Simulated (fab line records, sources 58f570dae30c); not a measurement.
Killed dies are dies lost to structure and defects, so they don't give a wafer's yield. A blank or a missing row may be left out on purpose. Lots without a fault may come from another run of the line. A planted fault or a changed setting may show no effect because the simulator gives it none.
A struck lot beside a sound one | flow berkeley_cmos170 | 14 steps out of a route of 331
Sound: wafers L134.1, L134.2, L134.6. Struck: wafers L142.2, L142.5, L142.6. The cause comes at the end.
At each step with rows: each side's tool, then ch and its chambers, then its first start. Under that, the readings that differ: sound wafers | struck wafers | difference of the means | sigmas: that difference in standard deviations of wafers without a fault.
alike: readings whose means differ by less than 2 such deviations, and words and numbers that are the same on both sides. not compared: withheld readings, readings that some wafer has no value for, bounds like >300 that may hide the same value, and numbers for which the record gives no deviation and whose values overlap.
The two part at a step that has a row with sigmas, a row that says differs or no value, or rows on one side only. Numbers that don't overlap but have no deviation are shown without sigmas and don't part them. A reading that every wafer of one side lacks parts them only if that side has two wafers or more.

first, 2 steps without rows for these wafers: UCB170_PLDD_PEB_04; UCB170_PLDD_DEVELOP_05 (develop time 45 s).
UCB170_PLDD_CD_MEAS_06: target cd 1200 nm.
  sound on cd_sem-02, day 9 01:30; struck on cd_sem-01, day 10 01:03
  alike: cd_nm
UCB170_PLDD_OVL_MEAS_07:
  sound on overlay-02, day 9 01:37; struck on overlay-01, day 10 01:10
  alike: PLDD_OVL
then, 2 steps without rows for these wafers: UCB170_PLDD_IMPLANT_08; UCB170_PLDD_IMPLANT_09.
UCB170_PLDD_STRIP_10: strips in O2.
  sound on plasma_asher-01 ch 0,1, day 9 01:57; struck on plasma_asher-02 ch 0,1, day 10 01:29
  alike: drypump_motor_current_A, oes_product_au, strip_time_to_endpoint_s
  not compared: rf_hours_counter_h
UCB170_PLDD_TW_MEAS_11:
  sound on film_metro-01, day 9 02:03; struck on film_metro-03, day 10 01:36
  alike: PLDD_TW
then, 4 steps without rows for these wafers: UCB170_PLDD_CLEAN_12 (cleans in SPM, time 600 s); UCB170_NLDD_HMDS_00 (prime time 60 s); UCB170_NLDD_COAT_01 (resist thk 900 nm); UCB170_NLDD_SOFTBAKE_02 (time 60 s).
UCB170_NLDD_EXPOSE_03: exposes mask NSELECT, target cd 1200 nm.
  sound on krf_scanner-01 ch 0, day 9 06:29; struck on krf_scanner-01, day 10 02:25
  no value came back on the struck wafers for exposure_dose_mJ_cm2, focus_offset_nm (nm), sigma_outer; on the sound wafers exposure_dose_mJ_cm2 reads 29.991 29.979 29.928
  alike: mask
then, 1 step without rows for these wafers: UCB170_NLDD_PEB_04.

WHERE THEY PART
Only at UCB170_NLDD_EXPOSE_03, within this record.

WHY: what the simulator had put in
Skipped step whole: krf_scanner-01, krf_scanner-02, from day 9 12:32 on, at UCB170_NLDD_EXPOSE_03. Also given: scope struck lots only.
